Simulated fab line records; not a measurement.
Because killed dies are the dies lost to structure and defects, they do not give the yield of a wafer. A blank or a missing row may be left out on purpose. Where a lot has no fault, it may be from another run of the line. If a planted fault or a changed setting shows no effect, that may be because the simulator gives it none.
fab line records	flow berkeleyCmos170	part 1 of 2: steps 1 to 35 of 44
record lots=6	wafers=18	lastDay=11
route steps=331 shown SDANNEAL@205 PSD@206 NSD@207 PLDD@208 NLDD@209 SILICIDE@210 CONTACT@216 M1@238 M3@331
lots untouched by any fault: they come from a run of this same line in which no faults occurred
startH: start of the lot's first displayed wafer, in hours after the record's first day	waitH: hours since the lot's step before	" as in the row above	L1.1+2: several wafers, shown together as one row	- value missing, or start not given	* or withheld: withheld	< > ~ a bound
route shown NAME@n: a module of which the file shows steps, and the number in the route of the first	usual: average and standard deviation across the fault-free wafers	same: alike in all rows	chamber/n: place in a boat	sites: per-site readings	_std_site: the standard deviation of these	_edge_site: the outer-site mean with the inner-site mean subtracted	radiusMm: how far each site lies from the wafer's centre	mask NAME#n: copy n	behind: the most recent tool/chamber to have shaped the wafer	hold: cause of the lot's hold/its duration in hours/its outcome	device: names the non-switching transistor (n, p or np)	end of line: tests of these same wafers at the route's end	a step given without rows: its recipe and nothing more	killed: dies that structure and defects cost at the first sort, which is not the same as the wafer's yield	map: shows each die of a wafer: x if killed, . if not, _ if none is there
set.NAME: the setting the step ran with; set.NAME@STEP: the setting that earlier step ran with	model.NAME: the simulator's own value behind a step, which no gauge read
lots at selected steps of the route; one table per step, one row per wafer
services: from which hour (startH, from the record's first day; less than 0 if before it) a tool's chamber was out of use, for how many hours, and why
## steps
# step UCB170_SDANNEAL_RTA_01
# recipe tempC=1050	timeS=5	ambient=N2
# step UCB170_SDANNEAL_RS_MEAS_02
# recipe thkMeasGauge=four-point-probe
# usual PSD_RS=75.54/0.27
lot.wafer	tool	chamber	startH	waitH	PSD_RS[ohm/sq]
L463.2	filmMetro-02	-	173.82	0.1	75.48
L463.5	"	-	"	"	75.35
L463.6	"	-	"	"	75.71
L464.1	filmMetro-01	-	174.25	0.0	75.82
L464.4	"	-	"	"	75.88
L464.5	"	-	"	"	76.17
L466.1	filmMetro-02	-	186.64	0.0	75.46
L466.3	"	-	"	"	75.60
L466.4	"	-	"	"	75.49
L465.2	filmMetro-01	-	186.94	0.1	75.54
L465.3	"	-	"	"	75.54
L465.4	"	-	"	"	75.53
L467.3	filmMetro-04	-	203.51	0.1	75.25
L467.5	"	-	"	"	75.72
L467.6	"	-	"	"	75.39
L478.1	filmMetro-04	-	249.99	0.0	75.44
L478.3	"	-	"	"	75.43
L478.4	"	-	"	"	75.51
# step UCB170_SDANNEAL_RS_MEAS_03
# recipe thkMeasGauge=four-point-probe
# usual NSD_RS=37.24/0.097
lot.wafer	tool	chamber	startH	waitH	NSD_RS[ohm/sq]
L463.2	filmMetro-02	-	173.94	0.1	37.22
L463.5	"	-	"	"	37.22
L463.6	"	-	"	"	37.36
L464.1	filmMetro-01	-	174.37	0.1	37.28
L464.4	"	-	"	"	37.17
L464.5	"	-	"	"	37.17
L466.1	filmMetro-02	-	186.76	0.1	37.27
L466.3	"	-	"	"	37.30
L466.4	"	-	"	"	37.18
L465.2	filmMetro-01	-	187.06	0.1	37.08
L465.3	"	-	"	"	37.09
L465.4	"	-	"	"	37.09
L467.3	filmMetro-04	-	203.63	0.1	37.13
L467.5	"	-	"	"	37.34
L467.6	"	-	"	"	37.18
L478.1	filmMetro-04	-	250.11	0.1	37.26
L478.3	"	-	"	"	37.29
L478.4	"	-	"	"	37.35
# step UCB170_SDANNEAL_RS_MEAS_04
# recipe thkMeasGauge=four-point-probe
# usual PLDD_RS=1032.9/2.9
lot.wafer	tool	chamber	startH	waitH	PLDD_RS[ohm/sq]
L463.2	filmMetro-02	-	174.06	0.1	1035.2
L463.5	"	-	"	"	1036.1
L463.6	"	-	"	"	1038.4
L464.1	filmMetro-01	-	174.49	0.1	1029.9
L464.4	"	-	"	"	1031.8
L464.5	"	-	"	"	1031.3
L466.1	filmMetro-02	-	186.88	0.1	1031.6
L466.3	"	-	"	"	1032.4
L466.4	"	-	"	"	1035.7
L465.2	filmMetro-01	-	187.18	0.1	1034.4
L465.3	"	-	"	"	1035.8
L465.4	"	-	"	"	1033.6
L467.3	filmMetro-04	-	203.75	0.1	1034.2
L467.5	"	-	"	"	1036.7
L467.6	"	-	"	"	1037.9
L478.1	filmMetro-04	-	250.23	0.1	1035.9
L478.3	"	-	"	"	1035.4
L478.4	"	-	"	"	1034.7
# step UCB170_SDANNEAL_RS_MEAS_05
# recipe thkMeasGauge=four-point-probe
# usual NLDD_RS=616.9/1.5
lot.wafer	tool	chamber	startH	waitH	NLDD_RS[ohm/sq]
L463.2	filmMetro-02	-	174.18	0.1	617.6
L463.5	"	-	"	"	617.4
L463.6	"	-	"	"	618.2
L464.1	filmMetro-01	-	174.61	0.1	615.6
L464.4	"	-	"	"	613.6
L464.5	"	-	"	"	613.6
L466.1	filmMetro-02	-	187.00	0.1	619.1
L466.3	"	-	"	"	620.8
L466.4	"	-	"	"	619.4
L465.2	filmMetro-01	-	187.30	0.1	615.7
L465.3	"	-	"	"	614.5
L465.4	"	-	"	"	615.2
L467.3	filmMetro-04	-	203.87	0.1	619.0
L467.5	"	-	"	"	618.4
L467.6	"	-	"	"	617.1
L478.1	filmMetro-04	-	250.35	0.1	617.5
L478.3	"	-	"	"	615.7
L478.4	"	-	"	"	616.3
# step UCB170_SILICIDE_PRE_CLEAN_00
# recipe gas=Ar	precleanEtchTimeS=60
# step UCB170_SILICIDE_SPUTTER_01
# recipe material=Ti	targetThkNm=30	timeS=25	powerW=1500	chamberPressurePa=0.5
# usual throttleValvePct=30.0/0.79
lot.wafer	tool	chamber	startH	waitH	throttleValvePct
L463.2	pvdSputter-03	-	174.35	0.0	31.3
L463.5	"	-	"	"	31.3
L463.6	"	-	"	"	29.3
L464.1	pvdSputter-02	-	174.80	0.0	30.1
L464.4	"	-	"	"	30.2
L464.5	"	-	"	"	29.7
L466.1	pvdSputter-02	-	187.19	0.0	30.2
L466.3	"	-	"	"	30.1
L466.4	"	-	"	"	30.1
L465.2	pvdSputter-03	-	187.46	0.0	29.8
L465.3	"	-	"	"	29.2
L465.4	"	-	"	"	29.4
L467.3	pvdSputter-02	-	204.02	0.0	30.3
L467.5	"	-	"	"	30.3
L467.6	"	-	"	"	29.8
L478.1	pvdSputter-03	-	250.53	0.0	29.4
L478.3	"	-	"	"	31.5
L478.4	"	-	"	"	29.1
# step UCB170_SILICIDE_RS_MEAS_02
# recipe thkMeasGauge=four-point-probe	reads=Ti_of_SILICIDE_SPUTTER_01
# usual SILICIDE_TI_RS=26.2/0.46
lot.wafer	tool	chamber	startH	waitH	SILICIDE_TI_RS[ohm/sq]
L463.2	filmMetro-03	-	174.40	0.0	26.5
L463.5	"	-	"	"	26.2
L463.6	"	-	"	"	26.1
L464.1	filmMetro-04	-	174.83	0.0	25.6
L464.4	"	-	"	"	25.6
L464.5	"	-	"	"	26.1
L466.1	filmMetro-04	-	187.22	0.0	25.7
L466.3	"	-	"	"	26.1
L466.4	"	-	"	"	26.0
L465.2	filmMetro-03	-	187.51	0.0	26.4
L465.3	"	-	"	"	26.6
L465.4	"	-	"	"	26.3
L467.3	filmMetro-02	-	204.09	0.1	25.3
L467.5	"	-	"	"	25.5
L467.6	"	-	"	"	25.7
L478.1	filmMetro-02	-	250.56	0.0	25.7
L478.3	"	-	"	"	26.4
L478.4	"	-	"	"	26.5
# step UCB170_SILICIDE_THK_MEAS_03
# recipe thkMeasGauge=xrf	reads=Ti_of_SILICIDE_SPUTTER_01
# usual SILICIDE_TI_THK=30.4/0.5
lot.wafer	tool	chamber	startH	waitH	SILICIDE_TI_THK[nm]
L463.2	filmMetro-03	-	174.51	0.1	30.2
L463.5	"	-	"	"	30.3
L463.6	"	-	"	"	30.5
L464.1	filmMetro-04	-	174.95	0.1	30.8
L464.4	"	-	"	"	30.9
L464.5	"	-	"	"	30.3
L466.1	filmMetro-04	-	187.34	0.1	30.5
L466.3	"	-	"	"	30.1
L466.4	"	-	"	"	30.3
L465.2	filmMetro-03	-	187.62	0.1	30.1
L465.3	"	-	"	"	30.1
L465.4	"	-	"	"	30.4
L467.3	filmMetro-02	-	204.19	0.1	31.3
L467.5	"	-	"	"	31.2
L467.6	"	-	"	"	30.8
L478.1	filmMetro-02	-	250.68	0.1	30.8
L478.3	"	-	"	"	30.4
L478.4	"	-	"	"	30.2
# step UCB170_SILICIDE_RTA_04
# recipe tempC=650	timeS=15	ambient=N2
# usual chamberO2Ppm=2.002/0.024	lampPowerPct=10.4/0.36	wafer_temp_C_max=653.1/0.65
lot.wafer	tool	chamber	startH	waitH	chamberO2Ppm	lampPowerPct	wafer_temp_C_max
L463.2	rtpAnneal-02	0	174.57	0.1	2.012	10.9	654.4
L463.5	"	0	"	"	2.000	10.9	654.1
L463.6	"	0	"	"	2.020	10.9	653.5
L464.1	rtpAnneal-01	0	175.01	0.1	1.964	10.1	652.3
L464.4	"	0	"	"	2.017	10.1	653.2
L464.5	"	0	"	"	1.959	10.1	652.1
L466.1	rtpAnneal-02	0	187.40	0.1	2.009	10.9	653.2
L466.3	"	0	"	"	2.038	10.9	654.6
L466.4	"	0	"	"	1.987	10.9	652.6
L465.2	rtpAnneal-01	0	187.68	0.1	2.006	10.1	652.4
L465.3	"	0	"	"	1.969	10.2	653.1
L465.4	"	0	"	"	1.989	10.1	652.6
L467.3	rtpAnneal-01	0	204.28	0.1	2.022	10.2	653.0
L467.5	"	0	"	"	2.047	10.1	653.4
L467.6	"	0	"	"	1.992	10.1	653.6
L478.1	rtpAnneal-01	0	250.74	0.1	2.021	10.1	652.7
L478.3	"	0	"	"	2.023	10.1	652.3
L478.4	"	0	"	"	2.017	10.1	653.0
# step UCB170_SILICIDE_WET_ETCH_05
# recipe chemistry=SPM	timeS=45	tempC=120	target=Ti
# step UCB170_CONTACT_CLEAN_00
# recipe chemistry=SPM	tempC=120	timeS=600
# step UCB170_CONTACT_CVD_01
# recipe material=PSG	targetThkNm=700	tempC=450	precursor=SiH4/O2/PH3	timeS=2820	pressureMtorr=300	sih4FlowSccm=60	o2FlowSccm=90	ph3FlowSccm=25
# usual sih4FlowSccm=60.00/0.19
lot.wafer	tool	chamber	startH	waitH	sih4FlowSccm	model.PSG_of_CONTACT_CVD_01.thkNm
L463.2	lpcvd-02	0	175.62	0.8	60.14	684.8
L463.5	"	0	"	"	60.08	689.2
L463.6	"	0	"	"	60.04	690.2
L464.1	lpcvd-02	0	175.62	0.3	60.03	696.1
L464.4	"	0	"	"	60.18	701.4
L464.5	"	0	"	"	60.30	696.9
L466.1	lpcvd-01	1	187.67	0.0	60.04	708
L466.3	"	1	"	"	59.96	714.3
L466.4	"	1	"	"	59.74	709.1
L465.2	lpcvd-02	1	189.11	1.2	48.10	650.5
L465.3	"	1	"	"	47.90	655
L465.4	"	1	"	"	47.93	654.1
L467.3	lpcvd-02	1	204.61	0.0	47.72	659
L467.5	"	1	"	"	47.85	656.9
L467.6	"	1	"	"	48.06	655
L478.1	lpcvd-01	1	251.02	0.0	60.20	701.4
L478.3	"	1	"	"	60.47	699
L478.4	"	1	"	"	60.23	696.3
# step UCB170_CONTACT_THK_MEAS_02
# recipe reads=PSG_of_CONTACT_CVD_01
# usual CONTACT_PSG_THK=703/6.7
lot.wafer	tool	chamber	startH	waitH	CONTACT_PSG_THK[nm]
L464.1	filmMetro-01	-	177.40	0.0	696
L464.4	"	-	"	"	701
L464.5	"	-	"	"	697
L463.2	filmMetro-04	-	177.41	0.0	685
L463.5	"	-	"	"	689
L463.6	"	-	"	"	691
L466.1	filmMetro-03	-	189.46	0.0	708
L466.3	"	-	"	"	714
L466.4	"	-	"	"	709
L465.2	filmMetro-04	-	190.90	0.0	650
L465.3	"	-	"	"	655
L465.4	"	-	"	"	654
L467.3	filmMetro-01	-	206.41	0.0	659
L467.5	"	-	"	"	657
L467.6	"	-	"	"	654
L478.1	filmMetro-04	-	252.80	0.0	701
L478.3	"	-	"	"	699
L478.4	"	-	"	"	696
# step UCB170_CONTACT_HMDS_03
# recipe primeTimeS=60	primeTempC=100
# step UCB170_CONTACT_COAT_04
# recipe resist=KrF	spinRpm=1500	resistThkNm=900
# step UCB170_CONTACT_SOFTBAKE_05
# recipe resist=KrF	tempC=130	timeS=60
# step UCB170_CONTACT_STRIP_06
# recipe chemistry=O2	powerW=400	pressureMtorr=3500	platenTempC=withheld	o2FlowSccm=400	overashFraction=0.5
# step UCB170_CONTACT_CLEAN_07
# recipe chemistry=SPM	tempC=120	timeS=600
# step UCB170_CONTACT_RTA_08
# recipe tempC=900	timeS=10	ambient=N2
# step UCB170_CONTACT_COAT_09
# recipe resist=BARC	tempC=withheld	timeS=withheld	spinRpm=3000	resistThkNm=withheld
# step UCB170_CONTACT_COAT_10
# recipe resist=KrF	spinRpm=1500	resistThkNm=900
# step UCB170_CONTACT_SOFTBAKE_11
# recipe resist=KrF	tempC=130	timeS=60
# step UCB170_CONTACT_EXPOSE_12
# recipe maskId=CONT	targetCdNm=700	na=0.5	sigmaOuter=0.6	sourceShape=conventional	doseMj=35
# step UCB170_CONTACT_PEB_13
# recipe pebTempC=130	pebTimeS=withheld	resist=KrF
# step UCB170_CONTACT_DEVELOP_14
# recipe developer=TMAH	developTimeS=45	resist=KrF	devTempC=21
# step UCB170_CONTACT_CD_MEAS_15
# recipe targetCdNm=700
# usual cdNm=699.5/1.3
lot.wafer	tool	chamber	startH	waitH	cdNm
L463.2	cdSem-01	-	179.54	-	699.2
L463.5	"	-	"	"	698.5
L463.6	"	-	"	"	697.7
L464.1	cdSem-02	-	179.79	-	698.2
L464.4	"	-	"	"	698.6
L464.5	"	-	"	"	698.5
L466.1	cdSem-01	-	191.48	-	699.9
L466.3	"	-	"	"	701.6
L466.4	"	-	"	"	701.1
L465.2	cdSem-02	-	193.12	-	700.0
L465.3	"	-	"	"	700.2
L465.4	"	-	"	"	698.4
L467.3	cdSem-01	-	208.14	-	699.1
L467.5	"	-	"	"	697.4
L467.6	"	-	"	"	699.2
L478.1	cdSem-01	-	254.56	-	699.4
L478.3	"	-	"	"	700.2
L478.4	"	-	"	"	699.6
# step UCB170_CONTACT_OVL_MEAS_16
# usual CONTACT_OVL=0/4.9
lot.wafer	tool	chamber	startH	waitH	CONTACT_OVL[nm]
L463.2	overlay-01	-	179.64	0.1	-2
L463.5	"	-	"	"	2
L463.6	"	-	"	"	4
L464.1	overlay-02	-	179.91	0.1	2
L464.4	"	-	"	"	-8
L464.5	"	-	"	"	-2
L466.1	overlay-01	-	191.60	0.1	-2
L466.3	"	-	"	"	4
L466.4	"	-	"	"	0
L465.2	overlay-02	-	193.22	0.1	7
L465.3	"	-	"	"	-1
L465.4	"	-	"	"	3
L467.3	overlay-01	-	208.23	0.1	5
L467.5	"	-	"	"	3
L467.6	"	-	"	"	4
L478.1	overlay-02	-	254.68	0.1	7
L478.3	"	-	"	"	3
L478.4	"	-	"	"	6
# step UCB170_CONTACT_ETCH_17
# recipe chemistry=N2/H2	targetDepthA=withheld	overetchA=withheld	target=BARC	timeS=withheld	sourceW=500	biasW=100	pressureMtorr=30	n2FlowSccm=100	h2FlowSccm=200
# usual biasW=100.0/0.31	drypumpMotorCurrentA=6.0/0.46	oesProductAu=1.003/0.027	throttleValvePct=13.26/0.2
lot.wafer	tool	chamber	startH	waitH	biasW	drypumpMotorCurrentA	oesProductAu	throttleValvePct
L463.2	rieDiel-02	2	179.67	0.0	100.1	6.5	1.013	13.21
L463.5	"	3	"	"	100.3	6.4	0.987	13.56
L463.6	"	1	"	"	100.2	5.8	1.040	12.97
L464.1	rieDiel-04	3	179.95	0.0	99.9	6.8	1.009	13.28
L464.4	"	2	"	"	99.7	6.8	1.046	13.59
L464.5	"	1	"	"	99.4	5.5	0.966	13.18
L466.1	rieDiel-04	2	191.64	0.0	100.1	6.8	1.055	13.59
L466.3	"	1	"	"	100.0	5.5	0.973	13.19
L466.4	"	0	"	"	100.5	6.2	1.040	13.38
L465.2	rieDiel-03	2	193.25	0.0	99.6	5.8	0.968	13.44
L465.3	"	1	"	"	100.1	5.3	0.971	13.11
L465.4	"	3	"	"	100.0	5.5	1.012	13.34
L467.3	rieDiel-02	2	208.26	0.0	100.3	6.5	1.010	13.19
L467.5	"	2	"	"	99.7	6.5	1.011	13.21
L467.6	"	1	"	"	99.8	5.8	1.039	12.95
L478.1	rieDiel-03	3	254.72	0.0	99.9	5.5	1.015	13.31
L478.3	"	0	"	"	100.4	5.8	0.988	12.95
L478.4	"	3	"	"	99.9	5.5	1.024	13.32
# step UCB170_CONTACT_ETCH_18
# recipe chemistry=CHF3/CF4/Ar	target=PSG	stopOn=TiSi2	CHF3_flow_sccm=45	cf4FlowSccm=15	Ar_flow_sccm=150	pressureMtorr=200	rfW=700	targetDepthA=8400	overEtchFrac=0.1942	timeS=195
# usual drypumpMotorCurrentA=6.0/0.46	oesProductAu=0.904/0.009	throttleValvePct=6.91/0.091
lot.wafer	tool	chamber	startH	waitH	drypumpMotorCurrentA	oesProductAu	rfHoursCounterH	throttleValvePct	model.etch.depthNm	model.CONTACT.featureDepthNm
L463.2	rieDiel-02	2	-	-	6.5	0.892	20	6.95	684.8	684.8
L463.5	"	3	"	"	6.4	0.899	-	7.01	689.2	689.2
L463.6	"	1	"	"	5.7	0.891	-	6.71	690.2	690.2
L464.1	rieDiel-04	3	-	-	6.8	0.891	20	6.92	696.1	696.1
L464.4	"	2	"	"	6.7	0.904	102	7.08	701.4	701.4
L464.5	"	1	"	"	5.5	0.900	-	6.95	696.9	696.9
L466.1	rieDiel-04	2	-	-	6.7	0.902	102	7.09	708	708
L466.3	"	1	"	"	5.5	0.910	48	6.93	714.3	714.3
L466.4	"	0	"	"	6.2	0.925	18	6.95	709.1	709.1
L465.2	rieDiel-03	2	-	-	5.8	0.858	140	6.86	650.5	650.5
L465.3	"	1	"	"	5.3	0.871	22	6.93	655	655
L465.4	"	3	"	"	5.5	0.871	18	6.92	654.1	654.1
L467.3	rieDiel-02	2	-	-	6.5	0.874	22	6.95	659	659
L467.5	"	2	"	"	6.5	0.873	-	6.94	656.9	656.9
L467.6	"	1	"	"	5.8	0.862	-	6.70	655	655
L478.1	rieDiel-03	3	-	-	5.5	0.906	22	6.91	701.4	701.4
L478.3	"	0	"	"	5.8	0.893	97	6.87	699	699
L478.4	"	3	"	"	5.5	0.900	-	6.93	696.3	696.3
# step UCB170_CONTACT_STRIP_19
# recipe chemistry=O2	powerW=400	pressureMtorr=3500	platenTempC=withheld	o2FlowSccm=400	overashFraction=0.5
# usual drypumpMotorCurrentA=5.5/0.41	oesProductAu=0.725/0.0045
lot.wafer	tool	chamber	startH	waitH	drypumpMotorCurrentA	oesProductAu	rfHoursCounterH
L463.2	plasmaAsher-01	0	179.84	-	5.6	0.724	8
L463.5	"	0	"	"	5.5	0.729	-
L463.6	"	1	"	"	6.3	0.722	-
L464.1	plasmaAsher-02	1	180.11	-	5.6	0.722	47
L464.4	"	0	"	"	5.7	0.728	-
L464.5	"	1	"	"	5.6	0.731	-
L466.1	plasmaAsher-02	1	191.80	-	5.6	0.730	48
L466.3	"	1	"	"	5.6	0.728	-
L466.4	"	0	"	"	5.7	0.732	-
L465.2	plasmaAsher-02	0	193.42	-	5.7	0.721	48
L465.3	"	0	"	"	5.7	0.720	-
L465.4	"	1	"	"	5.6	0.726	-
L467.3	plasmaAsher-03	0	208.46	-	4.9	0.732	-
L467.5	"	0	"	"	4.8	0.734	-
L467.6	"	1	"	"	5.7	0.726	-
L478.1	plasmaAsher-02	0	254.89	-	5.7	0.712	55
L478.3	"	1	"	"	5.6	0.726	-
L478.4	"	0	"	"	5.7	0.725	-
# step UCB170_CONTACT_CD_MEAS_90
# recipe targetCdNm=700
# usual cdNm=699.6/1.4
lot.wafer	tool	chamber	startH	waitH	cdNm
L463.2	cdSem-01	-	179.96	0.1	701.8
L463.5	"	-	"	"	699.6
L463.6	"	-	"	"	698.1
L464.1	cdSem-02	-	180.21	0.1	696.3
L464.4	"	-	"	"	699.3
L464.5	"	-	"	"	698.5
L466.1	cdSem-02	-	191.90	0.1	701.6
L466.3	"	-	"	"	701.5
L466.4	"	-	"	"	700.8
L465.2	cdSem-02	-	193.54	0.1	697.1
L465.3	"	-	"	"	698.2
L465.4	"	-	"	"	698.4
L467.3	cdSem-02	-	208.56	0.1	702.0
L467.5	"	-	"	"	699.6
L467.6	"	-	"	"	700.1
L478.1	cdSem-01	-	254.99	0.1	700.2
L478.3	"	-	"	"	700.1
L478.4	"	-	"	"	701.3
# step UCB170_CONTACT_CLEAN_20
# recipe chemistry=SPM	tempC=120	timeS=600
# step UCB170_M1_SPUTTER_00
# recipe material=Al	targetThkNm=600	timeS=80	powerW=6000	chamberPressurePa=0.5
# usual throttleValvePct=29.8/1
lot.wafer	tool	chamber	startH	waitH	throttleValvePct
L463.2	pvdSputter-01	-	180.25	0.0	29.5
L463.5	"	-	"	"	28.9
L463.6	"	-	"	"	28.8
L464.1	pvdSputter-03	-	180.53	0.0	29.8
L464.4	"	-	"	"	31.2
L464.5	"	-	"	"	29.5
L466.1	pvdSputter-04	-	192.38	0.0	28.8
L466.3	"	-	"	"	29.7
L466.4	"	-	"	"	32.1
L465.2	pvdSputter-03	-	193.82	0.0	29.8
L465.3	"	-	"	"	31.1
L465.4	"	-	"	"	29.6
L467.3	pvdSputter-04	-	208.84	0.0	29.5
L467.5	"	-	"	"	29.5
L467.6	"	-	"	"	29.4
L478.1	pvdSputter-01	-	255.30	0.0	30.2
L478.3	"	-	"	"	28.7
L478.4	"	-	"	"	28.8
# step UCB170_M1_RS_MEAS_01
# recipe thkMeasGauge=four-point-probe	reads=Al_of_M1_SPUTTER_00
# usual M1_AL_RS=0.0486/0.00062
lot.wafer	tool	chamber	startH	waitH	M1_AL_RS[ohm/sq]
L463.2	filmMetro-02	-	180.33	0.1	0.0494
L463.5	"	-	"	"	0.0489
L463.6	"	-	"	"	0.0489
L464.1	filmMetro-04	-	180.59	0.0	0.0488
L464.4	"	-	"	"	0.0485
L464.5	"	-	"	"	0.0495
L466.1	filmMetro-02	-	192.44	0.0	0.0484
L466.3	"	-	"	"	0.0487
L466.4	"	-	"	"	0.0488
L465.2	filmMetro-01	-	193.90	0.1	0.0489
L465.3	"	-	"	"	0.0485
L465.4	"	-	"	"	0.0502
L467.3	filmMetro-01	-	208.94	0.1	0.0472
L467.5	"	-	"	"	0.0476
L467.6	"	-	"	"	0.0470
L478.1	filmMetro-02	-	255.36	0.0	0.0486
L478.3	"	-	"	"	0.0486
L478.4	"	-	"	"	0.0482
## key
firstSign step=UCB170_CONTACT_CVD_01	reading=sih4FlowSccm	direction=down	sigmas=62	usual=60.00	struck=47.93
effect step=UCB170_CONTACT_THK_MEAS_02	reading=CONTACT_PSG_THK	direction=down	sigmas=7.1	usual=703	struck=655
effect step=UCB170_CONTACT_ETCH_18	reading=oesProductAu	direction=down	sigmas=4	usual=0.904	struck=0.868
modelEffect step=UCB170_CONTACT_CVD_01	value=PSG_of_CONTACT_CVD_01.thkNm	without=703.1	struck=655.1
modelEffect step=UCB170_CONTACT_ETCH_18	value=etch.depthNm	without=703.1	struck=655.1
modelEffect step=UCB170_M1_METAL_ETCH_12	value=PSG_of_CONTACT_CVD_01.thkNm	without=666	struck=618
modelEffect step=UCB170_M3_PROBE_99	value=etest.fieldPMetal.vtV	without=-59.6	struck=-56.83
metAt UCB170_CONTACT_CVD_01
struckWafers L465.2,L465.3,L465.4,L467.3,L467.5,L467.6
testerLeftOut L465,L467
onsetBetween 175.62 189.11
fault kind=processParameterDrift	tool=lpcvd-02	chamber=-	onsetH=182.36	steps=UCB170_CONTACT_CVD_01	channel=sih4FlowSccm	offset=-12	shape=step	endH=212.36	actsIn=theseRecipesOnly	stated=60
# testerLeftOut: of these lots the tester's yield and bins aren't shown, on N5 and GAA mostly nor the transistor test; their killed dies are dies lost to structure and defects alone, not to doping, threshold or leakage, so they don't give the yield
